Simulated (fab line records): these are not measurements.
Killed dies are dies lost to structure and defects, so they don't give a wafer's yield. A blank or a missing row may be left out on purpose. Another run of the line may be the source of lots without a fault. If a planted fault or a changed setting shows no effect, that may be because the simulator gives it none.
Struck lot and sound lot, side by side + flow berkeleyCmos170 + 44 out of 331 route steps
Sound: these wafers, L927.2, L927.3, L927.6. The struck wafers were L935.2, L935.3, L935.4. At the end, the cause is stated.
Each step with rows lists, per side, the tool, then ch with its chambers, then its first start. Under that, the readings that differ: sound wafers + struck wafers + difference of the means + sigmas: that difference in standard deviations of wafers without a fault.
alike: same words and numbers on both sides, and readings whose means sit less than 2 such deviations apart. not compared: any withheld reading, any reading some wafer has no value for, any bound like >300 that may hide the same value, and any number with overlapping values for which the record gives no deviation.
A row with sigmas, a row that says differs or no value, or rows on one side alone: a step with any of these is where the two part. Numbers that don't overlap but have no deviation are shown without sigmas and don't part them. A reading missing from all wafers of one side parts the sides only when that side holds two or more wafers.

first, 1 step without rows for these wafers: UCB170_PLDD_IMPLANT_09.
UCB170_PLDD_STRIP_10: strips in O2.
  sound on plasmaAsher-02 ch 0,1, day 8 19:55; struck on plasmaAsher-01 ch 0,1, day 9 21:21
| reading                  | sound             | struck            | difference | sigmas |
|--------------------------|-------------------|-------------------|------------|--------|
| stripTimeToEndpointS (s) | 21.73 21.77 21.74 | 21.62 21.59 21.61 | -0.14      | -2     |
  alike: chamberPressureMTorr, drypumpMotorCurrentA, oesProductAu
  not compared: rfHoursCounterH
UCB170_PLDD_TW_MEAS_11:
  struck on filmMetro-04, day 9 21:28; sound on filmMetro-03, day 8 20:02
| reading | sound          | struck         | difference | sigmas |
|---------|----------------|----------------|------------|--------|
| PLDD_TW | 1024 1014 1026 | 1009 1008 1010 | -12        | -2     |
then, 7 steps without rows for these wafers: UCB170_PLDD_CLEAN_12 (cleans in SPM, time 600 s); UCB170_NLDD_HMDS_00 (prime time 60 s); UCB170_NLDD_COAT_01 (resist thk 900 nm); UCB170_NLDD_SOFTBAKE_02 (time 60 s); UCB170_NLDD_EXPOSE_03 (exposes mask NSELECT, target cd 1200 nm); UCB170_NLDD_PEB_04; UCB170_NLDD_DEVELOP_05 (develop time 45 s).
UCB170_NLDD_CD_MEAS_06: the cd target is 1200 nm.
  struck on cdSem-02, day 9 23:59; sound on cdSem-01, day 8 21:31
  alike: cdNm
UCB170_NLDD_OVL_MEAS_07:
  struck on overlay-02, day 10 00:05; sound on overlay-01, day 8 21:37
  alike: NLDD_OVL
UCB170_NLDD_IMPLANT_08:
  sound on implanter-04 ch 0, day 8 21:41; struck on implanter-03 ch 0, day 10 00:08
| reading          | sound                         | struck                        | difference | sigmas |
|------------------|-------------------------------|-------------------------------|------------|--------|
| doseIonsCm2      | 5.006e+13 4.991e+13 4.996e+13 | 4.619e+13 4.621e+13 4.602e+13 | -3.837e+12 | -70    |
| faradayCurrentUA | 155 157 158                   | 143 150 148                   | -10        | -3     |
  alike: endStationPressureTorr
following that, these wafers have no rows for 1 step: UCB170_NLDD_IMPLANT_09.
UCB170_NLDD_STRIP_10: strips in O2.
  sound on plasmaAsher-03 ch 0,1, day 8 21:57; struck on plasmaAsher-04 ch 0,1, day 10 00:25
  alike: chamberPressureMTorr, drypumpMotorCurrentA, oesProductAu, stripTimeToEndpointS
  not compared: rfHoursCounterH
UCB170_NLDD_TW_MEAS_11:
  struck on filmMetro-03, day 10 00:32; sound on filmMetro-03, day 8 22:05
| reading | sound          | struck         | difference | sigmas |
|---------|----------------|----------------|------------|--------|
| NLDD_TW | 2239 2229 2236 | 2192 2196 2203 | -38        | -3     |
then, 1 step without rows for these wafers: UCB170_NLDD_CLEAN_12 (cleans in SPM, time 600 s).
UCB170_SPACER_CVD_00: deposits SiO2 from TEOS/O2, target thk 376 nm, time 47 s.
  sound on pecvd-01 ch 0,2, day 8 22:19; struck on pecvd-03 ch 1,2, day 10 00:53
  alike: heaterPowerW, rfFwdPowerW
  not compared: sinceWetCleanH
UCB170_SPACER_THK_MEAS_01:
  struck on filmMetro-04, day 10 01:02; sound on filmMetro-03, day 8 22:25
  alike: SPACER_TEOS_THK
then, 1 step without rows for these wafers: UCB170_SPACER_ANNEAL_02 (time 1800 s).
UCB170_SPACER_ETCHBACK_03: etches SiO2 in CHF3/CF4/Ar, stops on Si, target depth 376 nm, time 100 s.
  sound on rieDiel-02 ch 0,2, day 9 03:20; struck on rieDiel-03 ch 0,1,2, day 10 05:38
  alike: chamberPressureMTorr, drypumpMotorCurrentA, mfcArSccm, oesProductAu, rfFwdPowerW, throttleValvePct
  not compared: rfHoursCounterH
then, 6 steps without rows for these wafers: UCB170_PSD_HMDS_00 (prime time 60 s); UCB170_PSD_COAT_01 (resist thk 900 nm); UCB170_PSD_SOFTBAKE_02 (time 60 s); UCB170_PSD_EXPOSE_03 (exposes mask PSELECT MOD, target cd 1200 nm); UCB170_PSD_PEB_04; UCB170_PSD_DEVELOP_05 (develop time 45 s).
UCB170_PSD_CD_MEAS_06: the cd target is 1200 nm.
  struck on cdSem-01, day 10 07:26; sound on cdSem-01, day 9 05:15
  alike: cdNm
UCB170_PSD_OVL_MEAS_07:
  struck on overlay-01, day 10 07:32; sound on overlay-02, day 9 05:22
  alike: PSD_OVL
following that, these wafers have no rows for 1 step: UCB170_PSD_IMPLANT_08.
UCB170_PSD_STRIP_09: strips in O2.
  sound on plasmaAsher-01 ch 0,1, day 9 05:32; struck on plasmaAsher-02 ch 0,1, day 10 07:43
  alike: chamberPressureMTorr, drypumpMotorCurrentA, oesProductAu, stripTimeToEndpointS
  not compared: rfHoursCounterH
UCB170_PSD_TW_MEAS_10:
  struck on filmMetro-04, day 10 07:50; sound on filmMetro-02, day 9 05:39
| reading | sound          | struck         | difference | sigmas |
|---------|----------------|----------------|------------|--------|
| PSD_TW  | 2301 2311 2298 | 2336 2337 2328 | +30        | +3     |
then, 7 steps without rows for these wafers: UCB170_PSD_CLEAN_11 (cleans in SPM, time 600 s); UCB170_NSD_HMDS_00 (prime time 60 s); UCB170_NSD_COAT_01 (resist thk 900 nm); UCB170_NSD_SOFTBAKE_02 (time 60 s); UCB170_NSD_EXPOSE_03 (exposes mask NSELECT MOD, target cd 1200 nm); UCB170_NSD_PEB_04; UCB170_NSD_DEVELOP_05 (develop time 45 s).
UCB170_NSD_CD_MEAS_06: the cd target is 1200 nm.
  struck on cdSem-02, day 10 09:11; sound on cdSem-02, day 9 07:33
  alike: cdNm
UCB170_NSD_OVL_MEAS_07:
  struck on overlay-01, day 10 09:18; sound on overlay-01, day 9 07:40
  alike: NSD_OVL
following that, these wafers have no rows for 1 step: UCB170_NSD_IMPLANT_08.
UCB170_SDANNEAL_RS_MEAS_05: measurement is done with a four-point probe.
  struck on filmMetro-02, day 10 11:02; sound on filmMetro-04, day 9 09:24
| reading          | sound             | struck            | difference | sigmas |
|------------------|-------------------|-------------------|------------|--------|
| NLDD_RS (ohm/sq) | 617.3 616.9 615.7 | 632.5 634.9 633.5 | +17.0      | +13    |
UCB170_M3_PROBE_99:
  struck on prober-01, day 11 12:45; sound on prober-02, day 10 06:54
| reading                  | sound             | struck            | difference | sigmas |
|--------------------------|-------------------|-------------------|------------|--------|
| model.etest.nldd.rsOhmSq | 773.8 774.4 780.5 | 803.1 803.9 802.5 | +26.9      |        |

## WHERE THEY PART
At UCB170_PLDD_STRIP_10 first; at UCB170_SDANNEAL_RS_MEAS_05 last (within this record only).

WHY: the cause the simulator had injected
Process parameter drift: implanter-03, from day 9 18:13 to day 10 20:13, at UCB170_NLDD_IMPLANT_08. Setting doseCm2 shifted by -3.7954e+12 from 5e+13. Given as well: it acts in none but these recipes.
